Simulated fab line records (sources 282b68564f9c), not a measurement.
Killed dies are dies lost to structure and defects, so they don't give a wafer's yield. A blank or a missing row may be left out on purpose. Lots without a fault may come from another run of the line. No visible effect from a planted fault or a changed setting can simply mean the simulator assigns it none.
A struck lot beside a sound one :: flow rit cmos :: 15 out of 202 route steps
Sound: the wafers L583.1, L583.3, L583.5. Struck: wafers L589.2, L589.6. (L589.1 of the same lot was not struck and is left out.) The cause comes at the end.
Per side, at each step with rows, come the tool, then ch with its chambers, and then its first start. Under that, the readings that differ: sound wafers :: struck wafers :: difference of the means :: sigmas: that difference in standard deviations of wafers without a fault.
alike: readings with means less than 2 such deviations apart, plus words and numbers identical on both sides. not compared: withheld readings, readings lacking a value on some wafer, bounds such as >300 that could conceal the same value, and numbers that have no deviation in the record and whose values overlap.
Wherever a step has rows on one side only, a row that says differs or no value, or a row with sigmas, the two part there. Numbers that don't overlap but have no deviation are shown without sigmas and don't part them. Lack of a reading on every wafer of one side parts them only where that side has two or more wafers.

RIT_M1_SPUTTER_00: material Al, target thk 400 nm, time 500 s.
  sound on pvd sputter-04, day 5 03:42; struck on pvd sputter-03, day 6 11:24
  alike: cathode dc power W, throttle valve pct
RIT_M1_RS_MEAS_01: the measuring method here is four-point-probe.
  sound on film metro-01, day 5 04:09; struck on film metro-01, day 6 11:41
reading: M1_AL_RS (ohm/sq)
sound: 0.0738 0.0745 0.0744
struck: 0.0722 0.0725
difference: -0.0019
sigmas: -2
RIT_M1_THK_MEAS_02: measures by xrf.
  sound on film metro-01, day 5 04:16; struck on film metro-01, day 6 11:49
  alike: M1_AL_THK
then, 6 steps without rows for these wafers: RIT_M1_HMDS_03 (prime time 60 s); RIT_M1_COAT_04 (resist thk 1322 nm); RIT_M1_SOFTBAKE_05 (time 60 s); RIT_M1_EXPOSE_06 (exposes mask M12, target cd 2600 nm); RIT_M1_PEB_07; RIT_M1_DEVELOP_08 (develop time 68 s).
RIT_M1_CD_MEAS_09: target cd 2600 nm.
  sound on cd sem-01, day 5 05:29; struck on cd sem-02, day 6 12:52
  alike: cd nm
RIT_M1_OVL_MEAS_10:
  sound on overlay-01, day 5 05:37; struck on overlay-02, day 6 12:59
  alike: M1_OVL
then, 1 step without rows for these wafers: RIT_M1_HARDBAKE_11 (time 120 s).
RIT_M1_METAL_ETCH_12: etches Al in Cl2/BCl3, stops on SiO2, time 165 s, target depth 600 nm.
  sound on rie metal-03 ch 0,1, day 5 05:53; struck on rie metal-03 ch 1, day 6 13:17
reading: bcl3 flow sccm (sccm)
sound: 49.87 50.12 49.94
struck: 50.25 50.45
difference: +0.37
sigmas: +3

reading: rf fwd power W (W)
sound: 248.4 248.2 249.5
struck: 218.6 220.1
difference: -29.3
sigmas: -40

reading: model.NOVOLAK_of_M1_COAT_04.thk nm (nm)
sound: 822.6 819.1 818.2
struck: 860.9 864.4
difference: +42.7
sigmas: 
  alike: drypump motor current A, oes product au, throttle valve pct
  not compared: rf hours counter h
then, 1 step without rows for these wafers: RIT_M1_STRIP_13 (strips in nmp, time 600 s).
RIT_M1_PROBE_99:
  sound on prober-02, day 5 08:10; struck on prober-02, day 6 15:35
reading: killed at contacts
sound: 1 1 0
struck: 0 0
difference: -1
sigmas: -2

reading: model.etest.antenna m1.vt shift v (V)
sound: -0.01221 -0.01364 -0.01416
struck: -0.004876 -0.001543
difference: +0.010127
sigmas: 
  alike: defect limited yield, killed at front end, killed dies, killed open, killed short, sort_bin_3_pad_short, sort_bin_5_function, sort_bin_6_memory, sort n pass, sort yield pct

== WHERE THEY PART ==
Earliest at RIT_M1_RS_MEAS_01; latest, in this record, at RIT_M1_PROBE_99.

WHY: what the simulator had put in
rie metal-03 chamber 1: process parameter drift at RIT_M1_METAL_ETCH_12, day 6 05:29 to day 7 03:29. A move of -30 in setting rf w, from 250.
